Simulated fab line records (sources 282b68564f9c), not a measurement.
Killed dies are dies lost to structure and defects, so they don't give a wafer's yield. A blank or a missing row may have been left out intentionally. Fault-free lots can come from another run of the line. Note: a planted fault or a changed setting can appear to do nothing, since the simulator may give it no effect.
A struck lot beside a sound one / flow rit-cmos / 27 steps out of a route of 202
Sound: wafers L204.1, L204.3, L204.5. Struck: wafer L212.2. (L212.1, L212.6 of the same lot were not struck and are left out.) The cause comes at the end.
Order at every step that has rows: each side's tool, ch and its chambers, its first start. Under that, the readings that differ: sound wafers / struck wafers / difference of the means / sigmas: that difference in standard deviations of wafers without a fault.
alike: readings with means less than 2 such deviations apart, plus words and numbers identical on both sides. not compared: withheld readings, readings lacking a value on some wafer, bounds such as >300 that could conceal the same value, and numbers that have no deviation in the record and whose values overlap.
A row with sigmas, a row that says differs or no value, or rows on one side alone: a step with any of these is where the two part. When numbers do not overlap yet have no deviation, they are printed without sigmas and do not part them. Lack of a reading on every wafer of one side parts them only where that side has two or more wafers.

first, 4 steps without rows for these wafers: RIT_CONTACT_SOFTBAKE_04 (time 60 s); RIT_CONTACT_EXPOSE_05 (exposes mask M11, target cd 1000 nm); RIT_CONTACT_PEB_06; RIT_CONTACT_DEVELOP_07 (develop time 120 s).
RIT_CONTACT_CD_MEAS_08 targets a cd of 1000 nm.
  sound: cd-sem-01 at day 3 21:43; struck: cd-sem-02 at day 5 17:21
  alike: cd-nm
RIT_CONTACT_OVL_MEAS_09:
  sound: overlay-01 at day 3 21:50; struck: overlay-02 at day 5 17:28
reading=CONTACT_OVL (nm); sound=-1.3 -2.4 -3.8; struck=1.4; difference=+3.9; sigmas=+3
then, 1 step without rows for these wafers: RIT_CONTACT_HARDBAKE_10 (time 60 s).
RIT_CONTACT_ETCH_11: etches SiO2 in CHF3/CF4/Ar, stops on TiSi2, target depth 480 nm, time 320 s.
  sound on rie-diel-04 ch 0,1, day 3 22:01; struck on rie-diel-02 ch 0, day 5 17:39
  alike: CHF3_flow_sccm, drypump-motor-current-A, oes-product-au, throttle-valve-pct
  not compared: rf-hours-counter-h
RIT_CONTACT_STRIP_12: strips in O2, time 180 s.
  sound on plasma-asher-01 ch 0,1, day 3 22:13; struck on plasma-asher-03 ch 0, day 5 17:51
reading=drypump-motor-current-A (A); sound=5.6 5.6 6.4; struck=6.8; difference=+0.9; sigmas=+2
  not compared: rf-hours-counter-h
RIT_CONTACT_CD_MEAS_90 targets a cd of 1000 nm.
  sound: cd-sem-01 at day 3 22:23; struck: cd-sem-02 at day 5 18:01
  alike: cd-nm
then, 2 steps without rows for these wafers: RIT_CONTACT_CLEAN_13 (cleans in SC1, time 600 s); RIT_CONTACT_CLEAN_14 (cleans in SC2, time 600 s).
RIT_M1_SPUTTER_00: material Al, target thk 400 nm, time 500 s.
  sound: pvd-sputter-03 at day 3 22:51; struck: pvd-sputter-03 at day 5 18:42
reading=cathode-dc-power-W (W); sound=2000.1 2000.3 1999.5; struck=2296.5; difference=+296.5; sigmas=+99 or more
reading=model.Al_of_M1_SPUTTER_00.thk-nm (nm); sound=398.7 406.1 405; struck=457; difference=+54; sigmas=
  alike: throttle-valve-pct
RIT_M1_RS_MEAS_01: a four-point-probe measurement.
  sound: film-metro-04 at day 3 23:09; struck: film-metro-01 at day 5 18:59
reading=M1_AL_RS (ohm/sq); sound=0.0736 0.0723 0.0723; struck=0.0640; difference=-0.0087; sigmas=-10
RIT_M1_THK_MEAS_02: measures by xrf.
  sound: film-metro-04 at day 3 23:16; struck: film-metro-01 at day 5 19:07
reading=M1_AL_THK (nm); sound=393 400 399; struck=441; difference=+44; sigmas=+9
then, 6 steps without rows for these wafers: RIT_M1_HMDS_03 (prime time 60 s); RIT_M1_COAT_04 (resist thk 1300 nm); RIT_M1_SOFTBAKE_05 (time 60 s); RIT_M1_EXPOSE_06 (exposes mask M12, target cd 2600 nm); RIT_M1_PEB_07; RIT_M1_DEVELOP_08 (develop time 68 s).
RIT_M1_CD_MEAS_09 targets a cd of 2600 nm.
  sound: cd-sem-01 at day 4 00:21; struck: cd-sem-02 at day 5 20:03
  alike: cd-nm
RIT_M1_OVL_MEAS_10:
  sound: overlay-02 at day 4 00:28; struck: overlay-02 at day 5 20:10
  alike: M1_OVL
then, 1 step without rows for these wafers: RIT_M1_HARDBAKE_11 (time 120 s).
RIT_M1_METAL_ETCH_12: etches Al in Cl2/BCl3, stops on SiO2, time 165 s, target depth 600 nm.
  sound on rie-metal-03 ch 0,1, day 4 00:46; struck on rie-metal-04 ch 1, day 5 20:43
reading=oes-product-au (a.u.); sound=0.786 0.767 0.755; struck=0.833; difference=+0.064; sigmas=+4
reading=throttle-valve-pct (%); sound=8.42 8.46 8.46; struck=8.12; difference=-0.33; sigmas=-3
  alike: drypump-motor-current-A
  not compared: rf-hours-counter-h
then, 1 step without rows for these wafers: RIT_M1_STRIP_13 (strips in nmp, time 600 s).
RIT_M1_PROBE_99:
  sound: prober-01 at day 4 03:01; struck: prober-01 at day 6 00:31
reading=killed-at-contacts; sound=1 0 1; struck=0; difference=-1; sigmas=-2
reading=model.etest.m1.rs-ohm-sq; sound=0.07283 0.07158 0.07187; struck=0.06342; difference=-0.00867; sigmas=
  alike: defect-limited-yield, killed-at-front-end, killed-dies, killed-on-rim, killed-open, killed-short, sort_bin_3_pad_short, sort_bin_5_function, sort_bin_6_memory, sort-n-pass, sort-yield-pct

WHERE THEY PART
Earliest at RIT_CONTACT_OVL_MEAS_09; latest, in this record, at RIT_M1_PROBE_99.

WHY: what the simulator had put in
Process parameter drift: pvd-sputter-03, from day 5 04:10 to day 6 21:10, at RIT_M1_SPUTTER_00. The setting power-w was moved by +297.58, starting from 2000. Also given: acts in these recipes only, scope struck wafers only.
